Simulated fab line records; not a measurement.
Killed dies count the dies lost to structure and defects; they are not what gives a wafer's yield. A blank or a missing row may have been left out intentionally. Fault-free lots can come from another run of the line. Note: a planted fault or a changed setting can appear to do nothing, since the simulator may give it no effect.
Struck lot and sound lot, side by side	flow ritCmos	18 steps out of a route of 202
Sound: wafers L735.4, L735.5, L735.6. Struck: wafer L757.2. The cause comes at the end.
At each step with rows: each side's tool, then ch and its chambers, then its first start. Under that, the readings that differ: sound wafers	struck wafers	difference of the means	sigmas: that difference in standard deviations of wafers without a fault.
alike: readings whose means differ by less than 2 such deviations, and words and numbers that are the same on both sides. not compared: withheld readings, readings that some wafer has no value for, bounds like >300 that may hide the same value, and numbers for which the record gives no deviation and whose values overlap.
The two part at a step that has a row with sigmas, a row that says differs or no value, or rows on one side only. Non-overlapping numbers with no deviation appear without sigmas and do not part them. A reading that every wafer of one side lacks parts them only if that side has two wafers or more.

first, 1 step without rows for these wafers: RIT_SILICIDE_WET_ETCH_00 (etches SiO2 in BOE, target depth 14 nm, time 15 s).
RIT_SILICIDE_SPUTTER_01: material Ti, target thk 30 nm, time 240 s.
  sound: pvdSputter-04 at day 3 06:51; struck: pvdSputter-04 at day 7 21:47
  alike: throttleValvePct
RIT_SILICIDE_RS_MEAS_02: uses a four-point probe to measure.
  sound: filmMetro-02 at day 3 07:04; struck: filmMetro-01 at day 7 21:58
  alike: SILICIDE_TI_RS
RIT_SILICIDE_THK_MEAS_03: measures by xrf.
  sound: filmMetro-02 at day 3 07:09; struck: filmMetro-01 at day 7 22:04
  alike: SILICIDE_TI_THK
RIT_SILICIDE_RTA_04: time 10 s, ramp up 5 s, ramp down 5 s.
  sound on rtpAnneal-02 ch 0, day 3 07:13; struck on rtpAnneal-02 ch 0, day 7 22:08
  alike: wafer_temp_C_max
then, 1 step without rows for these wafers: RIT_SILICIDE_WET_ETCH_05 (etches Ti in SPM, time 120 s).
RIT_SILICIDE_RTA_06: time 10 s, ramp up 5 s, ramp down 10 s.
  sound on rtpAnneal-01 ch 0, day 3 07:19; struck on rtpAnneal-02 ch 0, day 7 22:14
  alike: wafer_temp_C_max
RIT_CONTACT_CVD_00: deposits SiO2 from TEOS, target thk 400 nm, time 61 s.
  sound on pecvd-01 ch 0,1,2, day 3 07:23; struck on pecvd-04 ch 1, day 7 22:18
  alike: heaterPowerW
RIT_CONTACT_THK_MEAS_01:
  sound: filmMetro-04 at day 3 07:26; struck: filmMetro-04 at day 7 22:22
  alike: CONTACT_TEOS_THK
then, 3 steps without rows for these wafers: RIT_CONTACT_HMDS_02 (prime time 60 s); RIT_CONTACT_COAT_03 (resist thk 1000 nm); RIT_CONTACT_SOFTBAKE_04 (time 60 s).
RIT_CONTACT_EXPOSE_05: exposes mask M11, target cd 1000 nm.
  sound on ilineStepper-02 ch 0, day 3 07:58; struck on ilineStepper-01 ch 0, day 7 22:53
reading	sound	struck	difference	sigmas
exposureDoseMJCm2	250.40 250.47 250.27	249.08	-1.30	-6
  alike: mask
then, 2 steps without rows for these wafers: RIT_CONTACT_PEB_06; RIT_CONTACT_DEVELOP_07 (develop time 120 s).
RIT_CONTACT_CD_MEAS_08: the cd target is 1000 nm.
  sound: cdSem-01 at day 3 08:29; struck: cdSem-02 at day 7 23:41
  alike: cdNm
  not compared: hold
RIT_CONTACT_OVL_MEAS_09:
  sound: overlay-01 at day 3 08:34; struck: overlay-01 at day 8 01:19
reading	sound	struck	difference	sigmas
hold	- - -	awaitDispo/1.5h/release	no value on the sound wafers	
  alike: CONTACT_OVL
RIT_M1_PROBE_99:
  record: rows for the struck wafers here (prober-02, day 8 08:25), none for the sound ones

== WHERE THEY PART ==
First at RIT_CONTACT_EXPOSE_05; last, within this record, at RIT_M1_PROBE_99.

WHY: the cause the simulator had injected
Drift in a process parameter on ilineStepper-01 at RIT_CONTACT_EXPOSE_05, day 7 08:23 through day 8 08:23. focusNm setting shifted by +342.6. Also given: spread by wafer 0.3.
